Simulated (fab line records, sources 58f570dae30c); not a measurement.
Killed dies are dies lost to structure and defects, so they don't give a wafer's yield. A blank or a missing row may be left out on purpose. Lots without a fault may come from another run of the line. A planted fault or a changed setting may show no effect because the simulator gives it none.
Which tool did it? | flow berkeley_cmos170 | 14 lots, 42 wafers sampled, at 4 steps of a route of 331

WHAT THE GAUGES READ, wafer by wafer
UCB170_NSD_CD_MEAS_06: target cd 1200 nm.
lot  | measured     | on        | cd_nm (nm)
L636 | day 8 05:11  | cd_sem-02 | 1199.4 1201.4 1200.9
L637 | day 8 20:50  | cd_sem-02 | 1200.2 1200.3 1201.2
L639 | day 8 21:34  | cd_sem-02 | 1199.6 1199.7 1200.4
L638 | day 8 21:34  | cd_sem-01 | 1198.6 1200.1 1199.5
L643 | day 9 14:26  | cd_sem-01 | 1199.6 1200.1 1199.7
L641 | day 9 14:57  | cd_sem-01 | 1198.6 1199.3 1200.4
L644 | day 10 05:22 | cd_sem-01 | 1200.9 1199.8 1201.0
L645 | day 10 05:47 | cd_sem-02 | 1201.1 1201.3 1201.7
L646 | day 10 11:44 | cd_sem-02 | 1198.2 1197.1 1198.8
L649 | day 11 04:15 | cd_sem-01 | 1199.1 1198.5 1198.7
L652 | day 11 08:00 | cd_sem-02 | 1201.1 1199.4 1201.3
L655 | day 12 11:33 | cd_sem-02 | 1199.5 1200.3 1202.0
L658 | day 12 11:49 | cd_sem-02 | 1202.4 1200.8 1201.0
L657 | day 12 11:58 | cd_sem-02 | 1201.9 1200.0 1200.5

UCB170_M1_OVL_MEAS_10.
lot  | measured     | on         | M1_OVL (nm)
L636 | day 8 14:30  | overlay-02 | -7 -4 0
L637 | day 9 05:30  | overlay-01 | -12 -10 -12
L639 | day 9 07:05  | overlay-01 | -9 -4 6
L638 | day 9 07:22  | overlay-02 | 7 15 11
L643 | day 9 23:22  | overlay-02 | 7 3 8
L641 | day 10 00:49 | overlay-01 | -4 -4 -4
L644 | day 10 15:53 | overlay-01 | 3 3 0
L645 | day 10 15:38 | overlay-02 | -9 -10 -5
L646 | day 10 20:23 | overlay-01 | 3 13 1
L649 | day 11 13:05 | overlay-01 | 0 3 7
L652 | day 11 17:06 | overlay-02 | 10 10 14
L655 | day 13 00:39 | overlay-02 | -6 0 0
L658 | day 13 00:28 | overlay-01 | -9 -5 -12
L657 | day 13 01:01 | overlay-02 | -7 -11 -2

UCB170_V1_CD_MEAS_12: target cd 700 nm.
lot  | measured     | on        | cd_nm (nm)
L636 | day 8 18:16  | cd_sem-01 | 700.1 699.6 699.5
L637 | day 9 09:08  | cd_sem-01 | 700.0 698.5 697.5
L639 | day 9 12:49  | cd_sem-02 | 699.7 700.5 699.1
L638 | day 9 12:58  | cd_sem-02 | 698.8 699.3 697.6
L643 | day 10 03:04 | cd_sem-01 | 698.4 698.8 698.2
L641 | day 10 05:34 | cd_sem-02 | 700.1 698.0 698.8
L644 | day 10 21:08 | cd_sem-01 | 699.5 699.4 699.5
L645 | day 10 20:00 | cd_sem-02 | 699.5 700.0 698.4
L646 | day 11 00:00 | cd_sem-01 | 699.9 697.2 698.1
L649 | day 11 16:41 | cd_sem-02 | 699.1 697.6 698.6
L652 | day 11 22:49 | cd_sem-02 | 699.0 699.6 698.2
L655 | day 13 06:41 | cd_sem-01 | 700.6 701.6 701.1
L658 | day 13 06:34 | cd_sem-01 | 700.6 700.2 701.1
L657 | day 13 07:25 | cd_sem-01 | 699.9 699.1 698.5

WHICH TOOL RAN EACH LOT (tool, then ch and the chambers of the sampled wafers, then the start)
lot  | UCB170_M1_METAL_ETCH_12
L636 | rie_metal-02 ch 0,1, day 8 14:35
L637 | rie_metal-02 ch 0, day 9 05:35
L639 | rie_metal-04 ch 0,1, day 9 07:10
L638 | rie_metal-02 ch 0, day 9 07:29
L643 | rie_metal-02 ch 0, day 9 23:29
L641 | rie_metal-04 ch 0,1, day 10 00:56
L644 | rie_metal-04 ch 0,1, day 10 15:58
L645 | rie_metal-02 ch 1, day 10 15:47
L646 | rie_metal-03 ch 0,1, day 10 20:28
L649 | rie_metal-02 ch 0,1, day 11 13:10
L652 | rie_metal-02 ch 0, day 11 17:11
L655 | rie_metal-03 ch 0,1, day 13 00:44
L658 | rie_metal-04 ch 0,1, day 13 00:33
L657 | rie_metal-04 ch 0,1, day 13 01:05
- UCB170_M1_METAL_ETCH_12: etches Al in Cl2/BCl3, stops on PSG, target depth 780 nm, time 130 s.

WHAT THE TOOLS THEMSELVES READ (means of the sampled wafers that have a number; where no wafer has one, the mark that the record gives instead)
UCB170_M1_METAL_ETCH_12.
lot  | tool         | drypump_motor_current_A (A) | oes_product_au (a.u.) | run_length_s (s) | throttle_valve_pct (%)
L636 | rie_metal-02 | 5.6                         | 0.868                 | 157.9            | 24.25
L637 | rie_metal-02 | 5.9                         | 0.858                 | 158.3            | 24.34
L639 | rie_metal-04 | 6.4                         | 0.856                 | 157.7            | 24.28
L638 | rie_metal-02 | 5.9                         | 0.850                 | 157.9            | 24.35
L643 | rie_metal-02 | 5.9                         | 0.847                 | 158.2            | 24.35
L641 | rie_metal-04 | 6.4                         | 0.851                 | 157.5            | 24.30
L644 | rie_metal-04 | 6.4                         | 0.853                 | 157.7            | 24.29
L645 | rie_metal-02 | 5.0                         | 0.873                 | 158.2            | 24.06
L646 | rie_metal-03 | 5.5                         | 0.865                 | 158.3            | 24.61
L649 | rie_metal-02 | 5.3                         | 0.916                 | 151.1            | 24.19
L652 | rie_metal-02 | 5.9                         | 0.986                 | 136.7            | 24.42
L655 | rie_metal-03 | 5.8                         | 0.846                 | 158.4            | 24.61
L658 | rie_metal-04 | 6.4                         | 0.852                 | 157.9            | 24.30
L657 | rie_metal-04 | 6.5                         | 0.853                 | 157.7            | 24.29

THE ANSWER, worked out from the rows above alone
Rule: what is usual is taken from the lots themselves. Put in order of their means at a reading, lots are off if they are a third of the lots or fewer, leave a main group of 4 or more, and stand apart from it by a gap of 3 or more times the standard deviation of the main group's means; of several such gaps the widest counts. A main group whose means are all the same, to the digits that the tables above print for the reading, isn't used. A lot without any number at a reading at which 4 lots or more have one is off too. The other lots that the step has rows for count as sound. The gauges are gone through in route order, then the tools' own readings, and for those a lot's mean is taken as printed above. The first step at which some lot is off is used, and at that step the reading that is off furthest; a lot without a number counts as furthest.
Off: L649, L652, at UCB170_M1_METAL_ETCH_12 (run_length_s). The main group: mean 158.0 s, standard deviation 0.28.
A tool fits if, at that step or a process step before it, it ran every lot that is off, and no sound lot after the first of them. One fits: rie_metal-02 at UCB170_M1_METAL_ETCH_12. Its last sound lot is L645 (day 10 15:47), its first lot that is off L649 (day 11 13:10): a fault that began between those two fits.
The tool's own readings at UCB170_M1_METAL_ETCH_12 bear it out: on the lots that are off they differ by more than 5 times the standard deviation of the sound lots' means. oes_product_au reads 0.951 a.u. there against 0.856 a.u. on the sound lots; run_length_s reads 143.9 s there against 158.0 s on the sound lots.

WHAT THE SIMULATOR HAD PUT IN
Process parameter drift: rie_metal-02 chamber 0, from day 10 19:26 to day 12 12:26, at UCB170_M1_METAL_ETCH_12. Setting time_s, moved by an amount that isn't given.
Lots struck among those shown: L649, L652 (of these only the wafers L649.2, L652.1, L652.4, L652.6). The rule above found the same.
